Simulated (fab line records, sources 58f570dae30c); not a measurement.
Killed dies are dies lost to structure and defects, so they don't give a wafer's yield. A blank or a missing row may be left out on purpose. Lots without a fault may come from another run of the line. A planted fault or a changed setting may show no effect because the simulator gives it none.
A struck lot beside a sound one | flow berkeley_cmos170 | 14 steps out of a route of 331
Sound: wafers L710.1, L710.4, L710.5. Struck: wafers L717.1, L717.4, L717.5. The cause comes at the end.
At each step with rows: each side's tool, then ch and its chambers, then its first start. Under that, the readings that differ: sound wafers | struck wafers | difference of the means | sigmas: that difference in standard deviations of wafers without a fault.
alike: readings whose means differ by less than 2 such deviations, and words and numbers that are the same on both sides. not compared: withheld readings, readings that some wafer has no value for, bounds like >300 that may hide the same value, and numbers for which the record gives no deviation and whose values overlap.
The two part at a step that has a row with sigmas, a row that says differs or no value, or rows on one side only. Numbers that don't overlap but have no deviation are shown without sigmas and don't part them. A reading that every wafer of one side lacks parts them only if that side has two wafers or more.

first, 1 step without rows for these wafers: UCB170_PLDD_DEVELOP_05 (develop time 45 s).
UCB170_PLDD_CD_MEAS_06: target cd 1200 nm.
  sound on cd_sem-02, day 6 09:29; struck on cd_sem-02, day 7 11:11
  alike: cd_nm
UCB170_PLDD_OVL_MEAS_07:
  sound on overlay-01, day 6 09:36; struck on overlay-02, day 7 11:19
  alike: PLDD_OVL
then, 2 steps without rows for these wafers: UCB170_PLDD_IMPLANT_08; UCB170_PLDD_IMPLANT_09.
UCB170_PLDD_STRIP_10: strips in O2.
  sound on plasma_asher-03 ch 0,1, day 6 09:56; struck on plasma_asher-02 ch 0,1, day 7 11:38
  alike: drypump_motor_current_A, oes_product_au, strip_time_to_endpoint_s
  not compared: rf_hours_counter_h
UCB170_PLDD_TW_MEAS_11:
  sound on film_metro-03, day 6 10:02; struck on film_metro-04, day 7 11:44
  alike: PLDD_TW
then, 5 steps without rows for these wafers: UCB170_PLDD_CLEAN_12 (cleans in SPM, time 600 s); UCB170_NLDD_HMDS_00 (prime time 60 s); UCB170_NLDD_COAT_01 (resist thk 900 nm); UCB170_NLDD_SOFTBAKE_02 (time 60 s); UCB170_NLDD_EXPOSE_03 (exposes mask NSELECT, target cd 1200 nm).
UCB170_NLDD_PEB_04:
  sound on litho_track-02 ch 0, day 6 11:40; struck on litho_track-01, day 7 13:10
  no value came back on the struck wafers for chill_plate_temp_C (C), exhaust_pa (Pa); on the sound wafers chill_plate_temp_C (C) reads 22.93 23.09 23.01
then, 1 step without rows for these wafers: UCB170_NLDD_DEVELOP_05 (develop time 45 s).

WHERE THEY PART
Only at UCB170_NLDD_PEB_04, within this record.

WHY: what the simulator had put in
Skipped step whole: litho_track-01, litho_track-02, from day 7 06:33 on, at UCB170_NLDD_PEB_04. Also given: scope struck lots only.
